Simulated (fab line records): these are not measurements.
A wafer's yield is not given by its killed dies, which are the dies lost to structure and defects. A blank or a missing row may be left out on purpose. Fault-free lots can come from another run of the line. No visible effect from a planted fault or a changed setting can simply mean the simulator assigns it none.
One fault through the eyes of 2 desks + flow berkeley_cmos170 + numbers are kept per desk, each desk with only its own; the story behind them comes last

== TOOL OWNER'S DESK, lpcvd-01 ==
The tool's own readings at UCB170_CONTACT_CVD_01 (deposits PSG from SiH4/O2/PH3, target thk 700 nm, time 2820 s): means of the sampled wafers that have a number, for each lot that ran on this tool. The brackets show how far a lot's mean lies from the usual mean; more than 4 standard deviations puts the lot out of limits, marked OUT.
Columns: A = pressure_mtorr at UCB170_CONTACT_CVD_01, usual 299.8 mTorr; B = spike_tc_source_C at UCB170_CONTACT_CVD_01, usual 467 C; C = susceptor_temp_C at UCB170_CONTACT_CVD_01, usual 450.04 C
| lot  | first seen here | A                       | B   | C      |
|------|-----------------|-------------------------|-----|--------|
| L494 | day 7 10:08     | 299.7                   | 469 | 449.97 |
| L495 | day 7 10:08     | 298.9                   | 469 | 450.13 |
| L496 | day 7 10:08     | 300.7                   | 468 | 450.07 |
| L506 | day 10 03:35    | 299.2                   | 462 | 449.87 |
| L507 | day 10 03:35    | 299.5                   | 462 | 450.06 |
| L508 | day 10 03:35    | 299.9                   | 469 | 449.66 |
| L509 | day 10 03:35    | 299.4                   | 469 | 449.88 |
| L511 | day 10 23:38    | 451.3 (+99 or more) OUT | 462 | 449.92 |
| L512 | day 10 23:38    | 449.9 (+99 or more) OUT | 462 | 450.10 |
| L513 | day 10 23:38    | 449.6 (+99 or more) OUT | 468 | 450.32 |
Finding of this desk: L511, L512, L513 out of limits; the first was L511 at day 10 23:38, on pressure_mtorr at UCB170_CONTACT_CVD_01. L494, L495, L496, L506, L507, L508, L509 stayed within limits.

== THE METROLOGY DESK ==
What the gauges read for every lot (on any tool): the sampled wafers with a number, averaged. The brackets show how far a lot's mean lies from the usual mean; more than 4 standard deviations puts the lot out of limits, marked OUT.
Columns: A = PSD_OVL at UCB170_PSD_OVL_MEAS_07, usual -5 nm; B = CONTACT_PSG_THK at UCB170_CONTACT_THK_MEAS_02, usual 699 nm
| lot  | first seen here | A   | B             |
|------|-----------------|-----|---------------|
| L492 | day 7 02:31     | -8  | 693           |
| L494 | day 7 02:35     | 4   | 690           |
| L495 | day 7 03:11     | -9  | 695           |
| L496 | day 7 03:15     | 0   | 704           |
| L498 | day 7 17:58     | -14 | 694           |
| L499 | day 8 01:05     | -18 | 697           |
| L502 | day 9 01:58     | 3   | 698           |
| L507 | day 9 22:26     | -6  | 697           |
| L508 | day 9 22:26     | -4  | 689           |
| L509 | day 9 22:43     | -12 | 708           |
| L506 | day 9 22:59     | 4   | 695           |
| L512 | day 10 17:46    | -0  | 862 (+28) OUT |
| L511 | day 10 17:53    | -3  | 862 (+28) OUT |
| L513 | day 10 18:02    | -9  | 858 (+27) OUT |
| L515 | day 10 21:50    | -1  | 703           |
Finding of this desk: L511, L512, L513 out of limits, first seen on L511 at day 11 01:25 (CONTACT_PSG_THK at UCB170_CONTACT_THK_MEAS_02). L492, L494, L495, L496, L498, L499, L502, L507, L508, L509, L506, L515 stayed within limits.

== ALL TOGETHER ==
At day 10 23:38, on L511, L512, L513, the tool owner's desk was in a position to raise an alarm.
At day 11 01:25 the metrology desk could have sounded an alarm, on L511, L512, L513.
All the named lots went through UCB170_CONTACT_CVD_01 on lpcvd-01.

== WHAT HAD BEEN PUT IN BY THE SIMULATOR ==
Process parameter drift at UCB170_CONTACT_CVD_01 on lpcvd-01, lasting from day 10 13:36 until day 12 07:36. Setting pressure_mtorr, moved by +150, from 300. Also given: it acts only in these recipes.
Shown lots that were struck: L511, L512, L513.
Time in hours from fault onset to the first out-of-limits reading at each desk: tool owner's desk 10, metrology desk 12.
